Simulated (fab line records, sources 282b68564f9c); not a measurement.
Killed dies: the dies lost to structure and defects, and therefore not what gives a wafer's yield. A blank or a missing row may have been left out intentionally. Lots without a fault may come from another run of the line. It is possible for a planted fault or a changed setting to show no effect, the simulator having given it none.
Which tool did it?    flow rit cmos    7 lots (21 wafers sampled), 1 step of a 202-step route

== WHAT THE GAUGES SHOWED, per wafer ==
RIT_ACTIVE_BOW_MEAS_00.
lot   measured     on             INCOMING_BOW (um)
L431  day 1 15:00  film metro-03  13 6 5
L433  day 2 01:00  film metro-04  1 4 1
L437  day 2 21:02  film metro-04  -1 -6 -3
L443  day 4 03:01  film metro-04  2 2 0
L446  day 4 18:00  film metro-02  -9 1 -8
L450  day 5 14:02  film metro-03  0 4 -1
L453  day 6 05:01  film metro-04  12 6 -4

== EACH LOT AND THE TOOL THAT RAN IT (in order: tool; ch and the chambers of the sampled wafers; start) ==
Record: no process step prior to these readings.

== THE ANSWER, worked out from the rows above alone ==
Rule: the lots themselves supply what counts as usual. Put in order of their means at a reading, lots are off if they are a third of the lots or fewer, leave a main group of 4 or more, and stand apart from it by a gap of 3 or more times the standard deviation of the main group's means; of several such gaps the widest counts. A main group whose means are all the same, to the digits that the tables above print for the reading, isn't used. A lot without any number at a reading at which 4 lots or more have one is off too. Any other lot the step has rows for is counted as sound.
No lot is off at any reading shown: from this, nothing can be told.

== WHAT THE SIMULATOR HAD INSERTED ==
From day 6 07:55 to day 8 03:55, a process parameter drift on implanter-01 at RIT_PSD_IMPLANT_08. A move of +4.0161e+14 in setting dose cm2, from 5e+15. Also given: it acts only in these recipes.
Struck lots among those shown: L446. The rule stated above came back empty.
